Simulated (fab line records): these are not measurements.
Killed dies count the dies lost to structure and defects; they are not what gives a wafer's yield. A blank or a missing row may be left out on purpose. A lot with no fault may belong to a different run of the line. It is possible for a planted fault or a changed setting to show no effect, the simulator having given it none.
Chamber matching :: flow berkeley-cmos170 :: rie-diel-03 running UCB170_M1_ETCH_11: 4 sister chambers
The step etches BARC in N2/H2. 14 wafers are shown with their chamber, then 7 later ones without.

## WAFERS PAIRED WITH THEIR CHAMBERS
wafer: L799.2
chamber: 3
throttle-valve-pct (%): 13.15
drypump-motor-current-A (A): 5.3
oes-product-au (a.u.): 1.007

wafer: L799.3
chamber: 1
throttle-valve-pct (%): 13.10
drypump-motor-current-A (A): 6.6
oes-product-au (a.u.): 1.025

wafer: L799.6
chamber: 2
throttle-valve-pct (%): 13.34
drypump-motor-current-A (A): 6.0
oes-product-au (a.u.): 0.983

wafer: L800.1
chamber: 3
throttle-valve-pct (%): 13.15
drypump-motor-current-A (A): 5.3
oes-product-au (a.u.): 1.016

wafer: L800.4
chamber: 0
throttle-valve-pct (%): 13.51
drypump-motor-current-A (A): 6.2
oes-product-au (a.u.): 0.961

wafer: L800.5
chamber: 0
throttle-valve-pct (%): 13.52
drypump-motor-current-A (A): 6.2
oes-product-au (a.u.): 0.965

wafer: L802.2
chamber: 2
throttle-valve-pct (%): 13.37
drypump-motor-current-A (A): 6.0
oes-product-au (a.u.): 0.996

wafer: L802.3
chamber: 3
throttle-valve-pct (%): 13.15
drypump-motor-current-A (A): 5.3
oes-product-au (a.u.): 1.000

wafer: L802.6
chamber: 2
throttle-valve-pct (%): 13.37
drypump-motor-current-A (A): 5.9
oes-product-au (a.u.): 0.995

wafer: L804.1
chamber: 0
throttle-valve-pct (%): 13.52
drypump-motor-current-A (A): 6.2
oes-product-au (a.u.): 0.975

wafer: L804.5
chamber: 0
throttle-valve-pct (%): 13.51
drypump-motor-current-A (A): 6.2
oes-product-au (a.u.): 0.975

wafer: L804.6
chamber: 3
throttle-valve-pct (%): 13.13
drypump-motor-current-A (A): 5.3
oes-product-au (a.u.): 0.997

wafer: L809.2
chamber: 2
throttle-valve-pct (%): 13.36
drypump-motor-current-A (A): 6.0
oes-product-au (a.u.): 0.996

wafer: L809.3
chamber: 0
throttle-valve-pct (%): 13.52
drypump-motor-current-A (A): 6.3
oes-product-au (a.u.): 0.966

SIGNATURES (averages over the wafers above)
reading: throttle-valve-pct
chamber 0: 13.5160
chamber 1: 13.1000
chamber 2: 13.3600
chamber 3: 13.1450
scatter within a chamber: 0.0101

reading: drypump-motor-current-A
chamber 0: 6.220
chamber 1: 6.600
chamber 2: 5.975
chamber 3: 5.300
scatter within a chamber: 0.0394

reading: oes-product-au
chamber 0: 0.96840
chamber 1: 1.02500
chamber 2: 0.99250
chamber 3: 1.00500
scatter within a chamber: 0.00703
Rule: a wafer lies at a distance from a chamber equal to the root of the sum of squares, over the readings, of (its reading less the chamber's mean, divided by the reading's scatter). If the next closest chamber is less than 2 further off than the closest, the wafer can't be placed; otherwise it belongs to the closest. The scatter: take each reading less its chamber's mean, square it, sum over the shown wafers, divide by the number of wafers less the number of chambers, and take the root.

## WAFERS MISSING THEIR CHAMBER
wafer: L809.4
throttle-valve-pct (%): 13.10
drypump-motor-current-A (A): 6.6
oes-product-au (a.u.): 1.011

wafer: L813.3
throttle-valve-pct (%): 13.09
drypump-motor-current-A (A): 6.6
oes-product-au (a.u.): 1.009

wafer: L813.4
throttle-valve-pct (%): 13.36
drypump-motor-current-A (A): 5.9
oes-product-au (a.u.): 1.003

wafer: L813.5
throttle-valve-pct (%): 13.53
drypump-motor-current-A (A): 6.2
oes-product-au (a.u.): 0.984

wafer: L819.3
throttle-valve-pct (%): 13.53
drypump-motor-current-A (A): 6.2
oes-product-au (a.u.): 0.967

wafer: L819.5
throttle-valve-pct (%): 13.53
drypump-motor-current-A (A): 6.2
oes-product-au (a.u.): 0.960

wafer: L819.6
throttle-valve-pct (%): 13.10
drypump-motor-current-A (A): 6.6
oes-product-au (a.u.): 1.014

## WHICH CHAMBER EACH WENT THROUGH
wafer: L809.4
from the rows above: 1
in truth: 1

wafer: L813.3
from the rows above: 1
in truth: 1

wafer: L813.4
from the rows above: 2
in truth: 2

wafer: L813.5
from the rows above: 0
in truth: 0

wafer: L819.3
from the rows above: 0
in truth: 0

wafer: L819.5
from the rows above: 0
in truth: 0

wafer: L819.6
from the rows above: 1
in truth: 1
Placed correctly: 7 of 7. Left unplaced by these rows: 0. Number placed wrongly: 0.
